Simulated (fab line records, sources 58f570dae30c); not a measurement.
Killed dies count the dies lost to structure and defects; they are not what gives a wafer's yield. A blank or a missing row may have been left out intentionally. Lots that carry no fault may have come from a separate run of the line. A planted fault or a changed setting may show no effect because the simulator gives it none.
What tool caused it?	flow berkeleyCmos170	45 wafers from 15 lots sampled at 4 of the route's 331 steps

WHAT EACH GAUGE READ, for each wafer
UCB170_PSD_CD_MEAS_06: target cd 1200 nm.
lot	measured	on	cdNm (nm)
L257	day 7 22:14	cdSem-01	1197.3 1198.9 1198.3
L255	day 7 22:18	cdSem-02	1199.2 1200.2 1197.9
L258	day 7 22:33	cdSem-02	1200.9 1199.4 1200.2
L261	day 9 17:28	cdSem-01	1197.4 1198.1 1199.3
L262	day 9 17:21	cdSem-01	1203.1 1202.5 1203.6
L269	day 11 00:31	cdSem-02	- - -
L267	day 11 00:50	cdSem-01	- - -
L270	day 11 16:53	cdSem-01	- - -
L271	day 11 16:59	cdSem-02	1200.2 1201.8 1200.7
L272	day 11 21:16	cdSem-01	1199.9 1199.2 1198.1
L273	day 11 21:44	cdSem-02	1198.0 1198.6 1198.5
L274	day 12 10:52	cdSem-01	1195.9 1197.2 1194.9
L277	day 12 14:56	cdSem-02	1200.0 1199.5 1200.8
L278	day 12 14:41	cdSem-02	1201.3 1201.1 1200.4
L275	day 12 14:59	cdSem-01	1198.4 1199.9 1200.1

UCB170_SDANNEAL_RS_MEAS_02: the measuring method here is four-point-probe.
lot	measured	on	PSD_RS (ohm/sq)
L257	day 8 03:31	filmMetro-01	75.8 75.5 75.4
L255	day 8 04:11	filmMetro-01	75.7 75.5 75.7
L258	day 8 04:25	filmMetro-03	75.4 75.4 75.4
L261	day 9 20:57	filmMetro-02	76.1 76.1 76.3
L262	day 9 20:40	filmMetro-03	75.3 75.6 75.5
L269	day 11 07:06	filmMetro-02	75.5 75.2 75.4
L267	day 11 07:22	filmMetro-01	76.3 76.0 76.2
L270	day 11 20:10	filmMetro-02	75.2 74.7 75.3
L271	day 11 20:29	filmMetro-01	75.3 75.9 75.6
L272	day 12 01:07	filmMetro-01	75.1 75.0 75.2
L273	day 12 02:44	filmMetro-02	75.7 75.9 75.6
L274	day 12 16:17	filmMetro-02	75.7 75.5 75.3
L277	day 12 19:28	filmMetro-02	76.0 75.9 75.6
L278	day 12 19:44	filmMetro-03	75.9 75.7 75.8
L275	day 12 19:17	filmMetro-01	75.0 74.9 75.1

WHAT TOOL EACH LOT RAN ON (gives the tool, then ch and the chambers of the sampled wafers, and finally the start)
lot	UCB170_SPACER_ETCHBACK_03	UCB170_PSD_DEVELOP_05
L257	rieDiel-02 ch 0,1,3, day 7 20:25	lithoTrack-03 ch 0, day 7 22:00
L255	rieDiel-01 ch 1,2,3, day 7 20:27	lithoTrack-02 ch 0, day 7 22:00
L258	rieDiel-04 ch 1,2,3, day 7 20:27	lithoTrack-02 ch 0, day 7 22:00
L261	rieDiel-02 ch 0,1,2, day 9 15:21	lithoTrack-02 ch 0, day 9 17:00
L262	rieDiel-04 ch 1,2,3, day 9 15:21	lithoTrack-03 ch 0, day 9 17:00
L269	rieDiel-01 ch 0,1, day 10 22:48	lithoTrack-02, day 11 00:00
L267	rieDiel-02 ch 1,2,3, day 10 22:51	lithoTrack-02, day 11 00:00
L270	rieDiel-04 ch 1,2,3, day 11 12:45	lithoTrack-04, day 11 16:00
L271	rieDiel-02 ch 0,2,3, day 11 12:45	lithoTrack-03 ch 0, day 11 16:00
L272	rieDiel-04 ch 0,2,3, day 11 20:19	lithoTrack-02 ch 0, day 11 21:00
L273	rieDiel-01 ch 1,2, day 11 20:19	lithoTrack-04 ch 0, day 11 21:00
L274	rieDiel-04 ch 1,2,3, day 12 08:17	lithoTrack-02 ch 0, day 12 10:00
L277	rieDiel-02 ch 2,3, day 12 12:17	lithoTrack-02 ch 0, day 12 14:00
L278	rieDiel-01 ch 1,3, day 12 12:17	lithoTrack-04 ch 0, day 12 14:00
L275	rieDiel-04 ch 0,1, day 12 12:21	lithoTrack-04 ch 0, day 12 14:00
- UCB170_SPACER_ETCHBACK_03: etches SiO2 in CHF3/CF4/Ar, stops on Si, target depth 376 nm, time 100 s.
- UCB170_PSD_DEVELOP_05: develop time 45 s.

WHAT THE TOOLS THEMSELVES READ (means of the sampled wafers that have a number; where no wafer has one, the mark that the record gives instead)
UCB170_SPACER_ETCHBACK_03.
lot	tool	chamberPressureMTorr (mTorr)	drypumpMotorCurrentA (A)	oesProductAu (a.u.)	throttleValvePct (%)
L257	rieDiel-02	200.03	5.6	0.906	6.51
L255	rieDiel-01	199.95	5.6	0.910	6.48
L258	rieDiel-04	199.92	5.2	0.906	6.46
L261	rieDiel-02	200.01	5.7	0.898	6.52
L262	rieDiel-04	199.94	5.2	0.911	6.46
L269	rieDiel-01	199.94	5.2	0.911	6.43
L267	rieDiel-02	200.11	5.6	0.898	6.54
L270	rieDiel-04	199.97	5.2	0.912	6.47
L271	rieDiel-02	199.93	5.7	0.902	6.57
L272	rieDiel-04	200.04	5.6	0.914	6.48
L273	rieDiel-01	199.97	5.4	0.896	6.42
L274	rieDiel-04	200.01	5.2	0.908	6.46
L277	rieDiel-02	200.03	5.7	0.893	6.59
L278	rieDiel-01	200.06	5.5	0.909	6.52
L275	rieDiel-04	199.86	5.7	0.909	6.41

UCB170_PSD_DEVELOP_05.
lot	tool	chillPlateTempC (C)
L257	lithoTrack-03	23.02
L255	lithoTrack-02	23.01
L258	lithoTrack-02	22.90
L261	lithoTrack-02	22.95
L262	lithoTrack-03	22.93
L269	lithoTrack-02	-
L267	lithoTrack-02	-
L270	lithoTrack-04	-
L271	lithoTrack-03	23.02
L272	lithoTrack-02	22.98
L273	lithoTrack-04	22.97
L274	lithoTrack-02	23.00
L277	lithoTrack-02	23.04
L278	lithoTrack-04	22.99
L275	lithoTrack-04	23.06

THE ANSWER, worked out from the rows above alone
Rule: what is usual is taken from the lots themselves. Put in order of their means at a reading, lots are off if they are a third of the lots or fewer, leave a main group of 4 or more, and stand apart from it by a gap of 3 or more times the standard deviation of the main group's means; of several such gaps the widest counts. If all means in a main group match to the digits the tables above print for the reading, that group is not used. Also off: a lot with no number at a reading for which 4 or more lots have one. Where the step has rows for the other lots, those lots are counted as sound. First the gauges in route order, then the tools' own readings, where a lot's mean is used as printed above. At the first step where some lot is off, the reading lying furthest off is the one used; lots without a number count as furthest.
Off, at UCB170_PSD_CD_MEAS_06 on cdNm: L269, L267, L270. Without a number there: L269, L267, L270. The main group has a mean of 1199.5 nm with a standard deviation of 1.7.
A tool fits if, at a process step before that reading, it ran every lot that is off, and no sound lot after the first of them. The gauges at UCB170_PSD_CD_MEAS_06 aren't tried: what is off there is off at UCB170_PSD_DEVELOP_05 too, on other tools, and a gauge's error can't cause that. No candidate that was tried fits.

WHAT THE SIMULATOR PUT IN
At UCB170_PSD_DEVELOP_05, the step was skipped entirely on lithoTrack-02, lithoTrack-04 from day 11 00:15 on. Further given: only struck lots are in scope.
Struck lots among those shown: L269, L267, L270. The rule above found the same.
